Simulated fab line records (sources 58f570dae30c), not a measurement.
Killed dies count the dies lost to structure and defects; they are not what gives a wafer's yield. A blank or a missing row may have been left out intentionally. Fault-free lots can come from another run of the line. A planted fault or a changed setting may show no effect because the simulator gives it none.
Which tool did it?	flow berkeleyCmos170	14 lots with 42 wafers sampled at 6 steps, on a route of 331 steps

== WHAT THE GAUGES SHOWED, per wafer ==
UCB170_PWELL_THK_MEAS_06. Usual: PWELL_NITRIDE_THK typically reads 219.5 nm, with standard deviation 2.2.
lot	measured	on	PWELL_NITRIDE_THK (nm)	flag
L603	day 3 13:32	filmMetro-02	220.2 218.9 219.7	
L604	day 3 13:33	filmMetro-03	217.3 219.1 217.0	
L605	day 3 22:14	filmMetro-04	218.4 218.4 217.4	
L606	day 4 12:45	filmMetro-04	220.0 220.1 220.8	
L607	day 4 12:44	filmMetro-03	221.6 219.9 223.7	
L608	day 4 12:43	filmMetro-02	220.7 220.3 221.4	
L610	day 4 20:44	filmMetro-04	218.8 218.6 220.2	
L611	day 5 04:37	filmMetro-02	218.9 221.6 221.1	
L616	day 6 05:31	filmMetro-02	434.8 432.7 435.4	OFF
L620	day 7 04:21	filmMetro-02	434.2 436.2 437.2	OFF
L623	day 7 06:27	filmMetro-03	223.1 221.1 223.8	
L624	day 7 17:59	filmMetro-03	220.5 219.6 220.9	
L625	day 8 00:55	filmMetro-04	219.6 220.3 219.5	
L626	day 8 00:56	filmMetro-02	223.2 222.5 222.8	

UCB170_V1_BOW_MEAS_03. Usual: V1_BOW typically reads 18 um, with standard deviation 7.1.
lot	measured	on	V1_BOW (um)	flag
L603	day 8 14:39	filmMetro-04	19 38 15	
L604	day 8 09:26	filmMetro-02	11 18 8	
L605	day 8 14:39	filmMetro-02	6 19 24	
L606	day 9 12:02	filmMetro-04	28 28 23	
L607	day 9 14:44	filmMetro-01	17 14 18	
L608	day 9 13:20	filmMetro-01	18 19 9	
L610	day 10 13:53	filmMetro-02	12 7 11	
L611	day 10 11:20	filmMetro-01	14 26 17	
L623	day 13 06:14	filmMetro-01	21 22 18	
L624	day 13 12:27	filmMetro-04	19 25 10	
L625	day 14 01:57	filmMetro-04	18 17 12	
L626	day 14 00:38	filmMetro-01	11 18 28	

UCB170_M2_CD_MEAS_15: target cd 700 nm. Usual: cdNm at 699.6 nm, with a standard deviation of 1.5.
lot	measured	on	cdNm (nm)	flag
L603	day 8 21:05	cdSem-02	701.6 701.0 700.9	
L604	day 8 14:34	cdSem-01	698.3 698.6 698.5	
L605	day 8 21:22	cdSem-01	699.7 699.1 696.9	
L606	day 9 15:48	cdSem-02	700.6 700.5 702.2	
L607	day 9 19:05	cdSem-02	699.3 698.0 697.8	
L608	day 9 18:11	cdSem-02	699.0 699.2 697.3	
L610	day 10 19:44	cdSem-02	697.5 698.0 698.7	
L611	day 10 17:25	cdSem-02	700.4 701.0 699.5	
L623	day 13 14:02	cdSem-01	699.8 700.7 700.1	
L624	day 13 19:25	cdSem-01	699.0 699.4 698.6	
L625	day 14 07:05	cdSem-02	699.7 699.6 698.8	
L626	day 14 04:46	cdSem-01	700.3 701.4 700.1	

UCB170_M3_OVL_MEAS_16. Usual: M3_OVL typically reads -2 nm, with standard deviation 5.3.
lot	measured	on	M3_OVL (nm)	flag
L603	day 9 04:00	overlay-02	-4 -10 -5	
L604	day 8 20:51	overlay-01	6 2 1	
L605	day 9 04:17	overlay-01	3 -3 4	
L606	day 9 21:50	overlay-01	-3 -1 -5	
L607	day 10 01:06	overlay-02	-7 -4 -4	
L608	day 10 00:56	overlay-02	-5 2 -7	
L610	day 11 03:06	overlay-01	0 -1 4	
L611	day 11 00:07	overlay-01	-5 -1 -3	
L623	day 13 20:46	overlay-02	6 -3 2	
L624	day 14 01:31	overlay-02	-14 -6 -3	
L625	day 14 12:44	overlay-01	-5 -5 0	
L626	day 14 10:14	overlay-02	-4 -8 2	

== TOOL THAT RAN EACH LOT (tool first, then ch and the chambers of the sampled wafers, then the start) ==
lot	UCB170_PWELL_CVD_05	UCB170_PWELL_ETCH_14
L603	lpcvd-01 ch 0, day 3 11:38	rieDiel-04 ch 0,3, day 3 16:14
L604	lpcvd-01 ch 1, day 3 11:38	rieDiel-02 ch 1,2,3, day 3 15:58
L605	lpcvd-01 ch 1, day 3 20:19	rieDiel-03 ch 0,1,2, day 3 23:46
L606	lpcvd-02 ch 1, day 4 09:50	rieDiel-04 ch 1,2,3, day 4 14:23
L607	lpcvd-02 ch 0, day 4 09:50	rieDiel-03 ch 2,3, day 4 14:15
L608	lpcvd-02 ch 0, day 4 09:50	rieDiel-02 ch 0,1,2, day 4 13:59
L610	lpcvd-02 ch 1, day 4 18:49	rieDiel-04 ch 1,2,3, day 4 22:56
L611	lpcvd-01 ch 1, day 5 02:42	rieDiel-02 ch 0,2, day 5 07:01
L616	lpcvd-02 ch 0, day 6 01:16 and lpcvd-01 ch 0, day 6 03:33	rieDiel-04 ch 1,3, day 6 06:58
L620	lpcvd-01 ch 1, day 7 00:20	rieDiel-04 ch 0,1,3, day 7 05:50
L623	lpcvd-01 ch 0, day 7 04:31	rieDiel-04 ch 1,2,3, day 7 07:30
L624	lpcvd-01 ch 0, day 7 16:03	rieDiel-04 ch 1,3, day 7 19:02
L625	lpcvd-01 ch 0, day 7 23:00	rieDiel-04 ch 0,1,2, day 8 01:51
L626	lpcvd-01 ch 1, day 7 23:00	rieDiel-03 ch 1,3, day 8 02:14
- UCB170_PWELL_CVD_05: deposits Si3N4 from SiH2Cl2/NH3, target thk 220 nm, time 3300 s.
- UCB170_PWELL_ETCH_14: etches Si3N4 in CH3F/Ar/O2, stops on SiO2, target depth 242 nm, time 151 s.

== WHAT THE TOOLS THEMSELVES READ (means of the sampled wafers that have a number; where no wafer has one, the mark that the record gives instead) ==
UCB170_PWELL_CVD_05. Usual: spikeTcCentreC at 802.5 C, with a standard deviation of 1.1.
lot	tool	spikeTcCentreC (C)	flag
L603	lpcvd-01	801.5	
L604	lpcvd-01	802.0	
L605	lpcvd-01	802.9	
L606	lpcvd-02	802.9	
L607	lpcvd-02	802.6	
L608	lpcvd-02	800.9	
L610	lpcvd-02	802.9	
L611	lpcvd-01	801.6	
L616	lpcvd-02/lpcvd-01	801.9	
L620	lpcvd-01	803.5	
L623	lpcvd-01	800.7	
L624	lpcvd-01	802.0	
L625	lpcvd-01	802.5	
L626	lpcvd-01	803.1	

UCB170_PWELL_ETCH_14. Usual: chamberPressureMTorr 50.00 mTorr, standard deviation 0.039; drypumpMotorCurrentA 5.7 A, standard deviation 0.45; oesProductAu 0.943 a.u., standard deviation 0.015; throttleValvePct 8.05 %, standard deviation 0.14.
lot	tool	chamberPressureMTorr (mTorr)	drypumpMotorCurrentA (A)	oesProductAu (a.u.)	throttleValvePct (%)	flag
L603	rieDiel-04	50.00	5.8	0.956	7.94	
L604	rieDiel-02	50.01	5.4	0.934	8.08	
L605	rieDiel-03	49.99	5.6	0.940	8.11	
L606	rieDiel-04	49.99	5.9	0.956	8.11	
L607	rieDiel-03	50.01	6.0	0.949	8.12	
L608	rieDiel-02	49.98	5.4	0.946	8.02	
L610	rieDiel-04	50.00	5.9	0.955	8.11	
L611	rieDiel-02	50.02	5.5	0.954	8.05	
L616	rieDiel-04	50.01	6.0	1.016	8.05	OFF
L620	rieDiel-04	50.01	6.0	1.008	8.07	OFF
L623	rieDiel-04	50.01	5.9	0.963	8.10	
L624	rieDiel-04	49.97	6.3	0.965	8.15	
L625	rieDiel-04	50.04	6.0	0.952	8.13	
L626	rieDiel-03	49.95	5.7	0.944	8.05	

== THE ANSWER, worked out from the rows above alone ==
Rule: lot off if the mean of its wafers having a number is beyond 3 standard deviations from the usual mean. A lot without any number at a reading at which 4 lots or more have one is off too. All remaining lots with rows at the step are treated as sound. First the gauges in route order, then the tools' own readings, where a lot's mean is used as printed above. At the first step where some lot is off, the reading lying furthest off is the one used; lots without a number count as furthest.
Off: L616, L620, seen at UCB170_PWELL_THK_MEAS_06 (PWELL_NITRIDE_THK).
If a tool, at a process step before that reading, ran all the lots that are off and no sound lot after the first of them, it fits. Not tried: the gauges at UCB170_PWELL_THK_MEAS_06; whatever is off there is also off at UCB170_PWELL_ETCH_14, on other tools, and gauge error can't account for it. None of those tried fits.

== WHAT WAS PUT IN BY THE SIMULATOR ==
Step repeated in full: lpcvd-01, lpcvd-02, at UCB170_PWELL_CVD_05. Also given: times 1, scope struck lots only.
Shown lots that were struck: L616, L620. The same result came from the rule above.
